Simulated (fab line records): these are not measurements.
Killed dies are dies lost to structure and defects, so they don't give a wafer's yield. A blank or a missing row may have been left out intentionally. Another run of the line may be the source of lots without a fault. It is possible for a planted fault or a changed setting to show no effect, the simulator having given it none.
Which of the tools did it? ; flow berkeleyCmos170 ; Sampling: 14 lots, 42 wafers, 5 of 331 route steps

== WHAT THE GAUGES SHOWED, per wafer ==
UCB170_PWELL_THK_MEAS_03. Usual: PWELL_OXIDE_THK 26.4 nm, standard deviation 0.49.
lot;measured;on;PWELL_OXIDE_THK (nm);flag
L791;day 2 16:03;filmMetro-03;26.3 26.4 26.6;
L792;day 3 00:57;filmMetro-03;26.3 26.4 26.4;
L794;day 3 11:28;filmMetro-03;26.9 26.3 27.0;
L798;day 4 07:41;filmMetro-02;26.7 26.3 26.5;
L806;day 5 17:50;filmMetro-04;25.9 26.4 26.0;
L805;day 5 17:51;filmMetro-03;26.1 25.6 25.8;
L807;day 5 20:47;filmMetro-02;26.9 26.6 26.6;
L808;day 6 04:19;filmMetro-03;27.1 26.9 26.9;
L809;day 6 06:37;filmMetro-02;26.4 26.5 26.7;
L810;day 6 21:08;filmMetro-03;26.3 26.6 26.9;
L812;day 6 21:11;filmMetro-04;27.1 27.0 27.0;
L811;day 6 21:13;filmMetro-02;25.5 25.8 25.1;
L813;day 7 09:07;filmMetro-03;26.6 25.9 26.2;
L814;day 7 14:10;filmMetro-03;25.8 25.9 25.6;

UCB170_WELLDRIVE_THK_MEAS_02. Usual: WELLDRIVE_OXIDE_THK 200 nm, standard deviation 3.1.
lot;measured;on;WELLDRIVE_OXIDE_THK (nm);flag
L791;day 3 11:06;filmMetro-04;198 197 198;
L792;day 3 19:12;filmMetro-03;203 200 203;
L794;day 4 10:46;filmMetro-03;296 291 293;OFF
L798;day 5 07:55;filmMetro-04;303 307 301;OFF
L806;day 6 12:58;filmMetro-03;196 200 198;
L805;day 6 12:58;filmMetro-01;199 198 201;
L807;day 6 17:22;filmMetro-03;206 206 204;
L808;day 6 22:11;filmMetro-03;200 204 202;
L809;day 6 22:10;filmMetro-04;200 199 200;
L810;day 7 16:25;filmMetro-04;202 199 195;
L812;day 7 18:49;filmMetro-03;200 198 201;
L811;day 7 16:27;filmMetro-01;203 203 202;
L813;day 8 05:11;filmMetro-04;196 196 195;
L814;day 8 08:33;filmMetro-03;202 201 202;

UCB170_NVT_OVL_MEAS_06. Usual: NVT_OVL 3 nm, standard deviation 5.1.
lot;measured;on;NVT_OVL (nm);flag
L791;day 5 08:04;overlay-01;3 6 12;
L792;day 5 17:42;overlay-02;-8 -5 -7;
L794;day 6 06:55;overlay-01;6 11 5;
L798;day 7 01:01;overlay-01;-6 -7 -5;
L806;day 8 11:46;overlay-02;5 4 4;
L805;day 8 12:03;overlay-02;6 5 5;
L807;day 8 16:08;overlay-01;1 5 -6;
L808;day 8 22:38;overlay-01;6 15 8;
L809;day 8 22:54;overlay-02;1 1 -1;
L810;day 9 14:56;overlay-02;4 -2 5;
L812;day 9 15:10;overlay-01;3 4 4;
L811;day 9 14:41;overlay-01;4 1 6;
L813;day 9 22:55;overlay-01;10 16 5;
L814;day 9 23:09;overlay-02;-7 3 -6;

== EACH LOT AND THE TOOL THAT RAN IT (in order: tool; ch and the chambers of the sampled wafers; start) ==
lot;UCB170_WELLDRIVE_OXIDATION_01;UCB170_ACTIVE_STRIP_16
L791;furnace-01 ch 0, day 3 07:35;plasmaAsher-01 ch 0,1, day 4 02:53
L792;furnace-03 ch 0, day 3 15:41;plasmaAsher-02 ch 0,1, day 4 12:55
L794;furnace-01 ch 0, day 4 02:22;plasmaAsher-03 ch 0,1, day 5 00:03
L798;furnace-01 ch 0, day 4 23:25;plasmaAsher-01 ch 0,1, day 5 18:42
L806;furnace-04 ch 0, day 6 09:28;plasmaAsher-02 ch 0, day 7 05:34
L805;furnace-04 ch 0, day 6 09:28;plasmaAsher-03 ch 0,1, day 7 05:48
L807;furnace-01 ch 0, day 6 13:50;plasmaAsher-01 ch 0,1, day 7 11:45
L808;furnace-03 ch 0, day 6 18:40;plasmaAsher-02 ch 0,1, day 7 14:45
L809;furnace-03 ch 0, day 6 18:40;plasmaAsher-01 ch 0,1, day 7 14:59
L810;furnace-04 ch 0, day 7 12:55;plasmaAsher-02 ch 0,1, day 8 09:55
L812;furnace-01 ch 0, day 7 15:19;plasmaAsher-01 ch 0,1, day 8 09:47
L811;furnace-04 ch 0, day 7 12:55;plasmaAsher-03 ch 0,1, day 8 10:11
L813;furnace-03 ch 0, day 8 01:40;plasmaAsher-01 ch 0,1, day 8 21:57
L814;furnace-04 ch 0, day 8 05:03;plasmaAsher-02 ch 0,1, day 8 22:10
- UCB170_WELLDRIVE_OXIDATION_01: target thk 199 nm, ox time 9000 s.
- UCB170_ACTIVE_STRIP_16: strips in O2.

== WHAT THE TOOLS THEMSELVES READ (means of the sampled wafers that have a number; where no wafer has one, the mark that the record gives instead) ==
UCB170_WELLDRIVE_OXIDATION_01. Usual: zonePowerCentrePct reads 59 % (standard deviation 3.5).
lot;tool;zonePowerCentrePct (%);flag
L791;furnace-01;56;
L792;furnace-03;63;
L794;furnace-01;56;
L798;furnace-01;56;
L806;furnace-04;56;
L805;furnace-04;56;
L807;furnace-01;56;
L808;furnace-03;63;
L809;furnace-03;63;
L810;furnace-04;56;
L812;furnace-01;56;
L811;furnace-04;57;
L813;furnace-03;64;
L814;furnace-04;56;

UCB170_ACTIVE_STRIP_16. Usual: drypumpMotorCurrentA 5.7 A, standard deviation 0.54; oesProductAu 0.721 a.u., standard deviation 0.0041; stripTimeToEndpointS 18.07 s, standard deviation 0.072.
lot;tool;drypumpMotorCurrentA (A);oesProductAu (a.u.);stripTimeToEndpointS (s);flag
L791;plasmaAsher-01;5.5;0.721;18.06;
L792;plasmaAsher-02;6.0;0.722;18.15;
L794;plasmaAsher-03;5.3;0.718;18.02;
L798;plasmaAsher-01;5.5;0.721;18.04;
L806;plasmaAsher-02;5.3;0.725;18.08;
L805;plasmaAsher-03;5.3;0.719;18.09;
L807;plasmaAsher-01;5.5;0.719;18.13;
L808;plasmaAsher-02;6.0;0.720;18.03;
L809;plasmaAsher-01;5.5;0.723;18.14;
L810;plasmaAsher-02;6.0;0.722;18.14;
L812;plasmaAsher-01;5.8;0.719;18.11;
L811;plasmaAsher-03;5.3;0.717;18.04;
L813;plasmaAsher-01;5.9;0.723;18.10;
L814;plasmaAsher-02;6.0;0.719;18.16;

== THE ANSWER, worked out from the rows above alone ==
Rule: a lot counts as off when the mean over its wafers that have a number is more than 3 standard deviations away from the usual mean. Also off: a lot with no number at a reading for which 4 or more lots have one. Any other lot the step has rows for is counted as sound. The gauges are gone through in route order, then the tools' own readings, and for those a lot's mean is taken as printed above. At the first step where some lot is off, the reading lying furthest off is the one used; lots without a number count as furthest.
Off: at UCB170_WELLDRIVE_THK_MEAS_02 (WELLDRIVE_OXIDE_THK), L794, L798.
If a tool, at a process step before that reading, ran all the lots that are off and no sound lot after the first of them, it fits. Those tools and the gauges at UCB170_WELLDRIVE_THK_MEAS_02 are tried in the same way. Not one of the candidates tried fits.

== WHAT THE SIMULATOR PUT IN ==
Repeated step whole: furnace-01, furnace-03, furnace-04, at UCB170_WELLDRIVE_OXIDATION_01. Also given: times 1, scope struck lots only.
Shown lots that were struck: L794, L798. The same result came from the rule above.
